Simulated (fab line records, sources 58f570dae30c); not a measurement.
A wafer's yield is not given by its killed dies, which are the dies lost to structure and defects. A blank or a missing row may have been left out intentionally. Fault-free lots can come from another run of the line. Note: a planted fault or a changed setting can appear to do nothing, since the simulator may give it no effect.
Commonality check across tools    flow berkeleyCmos170    Sampled: 13 lots, 39 wafers

== WHY THIS WAS OPENED ==
1 of 13 lots carry a flag on the reading ACTIVE_NITRIDE_THK at UCB170_ACTIVE_THK_MEAS_06. Fault-free wafers read 219.5 nm, with a standard deviation of 1.9.
Rule: a lot is flagged when every wafer of it that has a number lies more than 4 standard deviations from that mean, or none has a number. The rest of the lots are taken to be sound.

lot   measured     on            ACTIVE_NITRIDE_THK (nm), wafer by wafer  flag
L341  day 4 06:57  filmMetro-04  216.1 215.9 215.4                        
L342  day 4 06:58  filmMetro-03  220.1 220.3 218.7                        
L343  day 4 17:31  filmMetro-01  222.2 220.1 220.8                        
L344  day 4 17:31  filmMetro-03  221.2 220.7 223.2                        
L346  day 4 23:51  filmMetro-04  220.9 219.0 221.6                        
L347  day 4 23:51  filmMetro-01  218.6 217.3 216.4                        
L345  day 4 23:53  filmMetro-03  216.4 219.7 217.5                        
L348  day 5 11:47  filmMetro-04  223.3 221.7 222.1                        
L351  day 5 23:36  filmMetro-03  220.5 220.3 220.6                        
L354  day 6 11:43  filmMetro-01  219.3 219.0 219.0                        
L358  day 7 12:30  filmMetro-03  277.1 276.7 278.1                        FLAGGED
L362  day 8 13:46  filmMetro-03  219.1 219.2 219.4                        
L363  day 8 13:46  filmMetro-04  220.0 220.6 220.2                        
The mean of the flagged lots' numbers is 277.3 nm, +57.8 nm from the usual (+30 standard deviations).

== EACH LOT AND THE TOOL IT RAN ON ==
2 process steps preceding the reading are held in the record, out of 331 steps in the route. In each cell: the tool, then ch and the chambers that the sampled wafers went through, then the start.
lot   flag     UCB170_PWELL_STRIP_16               UCB170_ACTIVE_CVD_05
L341           plasmaAsher-03 ch 0,1, day 3 06:08  lpcvd-01 ch 0, day 4 05:02
L342           plasmaAsher-02 ch 0,1, day 3 05:52  lpcvd-01 ch 1, day 4 05:02
L343           plasmaAsher-03 ch 0,1, day 3 15:55  lpcvd-01 ch 0, day 4 15:36
L344           plasmaAsher-01 ch 0,1, day 3 15:34  lpcvd-01 ch 1, day 4 15:36
L346           plasmaAsher-03 ch 0,1, day 4 02:43  lpcvd-01 ch 0, day 4 21:56
L347           plasmaAsher-03 ch 0,1, day 4 02:08  lpcvd-01 ch 1, day 4 21:56
L345           plasmaAsher-03 ch 0,1, day 3 23:03  lpcvd-01 ch 1, day 4 21:56
L348           plasmaAsher-03 ch 0,1, day 4 12:20  lpcvd-02 ch 1, day 5 08:55
L351           plasmaAsher-03 ch 0, day 5 03:26    lpcvd-01 ch 0, day 5 21:41
L354           plasmaAsher-03 ch 0,1, day 5 14:40  lpcvd-01 ch 1, day 6 09:47
L358  FLAGGED  plasmaAsher-02 ch 0,1, day 6 05:44  lpcvd-01 ch 0, day 7 10:35
L362           plasmaAsher-03 ch 0,1, day 7 05:19  lpcvd-02 ch 0, day 8 11:52
L363           plasmaAsher-03 ch 0,1, day 7 11:49  lpcvd-02 ch 1, day 8 11:52
These steps, and what they do:
- UCB170_PWELL_STRIP_16: strips in O2.
- UCB170_ACTIVE_CVD_05: deposits Si3N4 from SiH2Cl2/NH3, target thk 220 nm, time 3300 s.
- UCB170_ACTIVE_THK_MEAS_06

== FLAGGED OVER TOTAL, TOOL BY TOOL (the gauges that took the reading come last) ==
step                       tool            lots run  flagged  share of the flagged lots  sound lots run after its first flagged lot
UCB170_PWELL_STRIP_16      plasmaAsher-01  1         0        none                       -
UCB170_PWELL_STRIP_16      plasmaAsher-02  2         1        all                        0
UCB170_PWELL_STRIP_16      plasmaAsher-03  10        0        none                       -
UCB170_ACTIVE_CVD_05       lpcvd-01        10        1        all                        0
UCB170_ACTIVE_CVD_05       lpcvd-02        3         0        none                       -
UCB170_ACTIVE_THK_MEAS_06  filmMetro-01    3         0        none                       -
UCB170_ACTIVE_THK_MEAS_06  filmMetro-03    6         1        all                        1 (L362)
UCB170_ACTIVE_THK_MEAS_06  filmMetro-04    4         0        none                       -

== WHAT IS ALLOWED BY THE TABLE ==
Rows of the table that ran every flagged lot, 3 in all: plasmaAsher-02 at UCB170_PWELL_STRIP_16, lpcvd-01 at UCB170_ACTIVE_CVD_05, filmMetro-03 at UCB170_ACTIVE_THK_MEAS_06.
- plasmaAsher-02 at UCB170_PWELL_STRIP_16: 1 of its 2 lots flagged. Its last sound lot is L342 (day 3 05:52), its first flagged lot L358 (day 6 05:44): a fault that began between those two fits.
- lpcvd-01 at UCB170_ACTIVE_CVD_05: 1 of its 10 lots flagged. Its last sound lot is L354 (day 6 09:47), its first flagged lot L358 (day 7 10:35): a fault that began between those two fits.
- filmMetro-03 at UCB170_ACTIVE_THK_MEAS_06: 1 of its 6 lots flagged. After the first flagged lot (L362), sound lots still ran on it; a lasting fault on the whole tool would not permit that.
These 2 tools cannot be told apart by counting lots, since each of them fits a fault that started at some hour. More lots, or a look at what each step does to the wafer, might.

== WHAT THE SIMULATOR PUT IN ==
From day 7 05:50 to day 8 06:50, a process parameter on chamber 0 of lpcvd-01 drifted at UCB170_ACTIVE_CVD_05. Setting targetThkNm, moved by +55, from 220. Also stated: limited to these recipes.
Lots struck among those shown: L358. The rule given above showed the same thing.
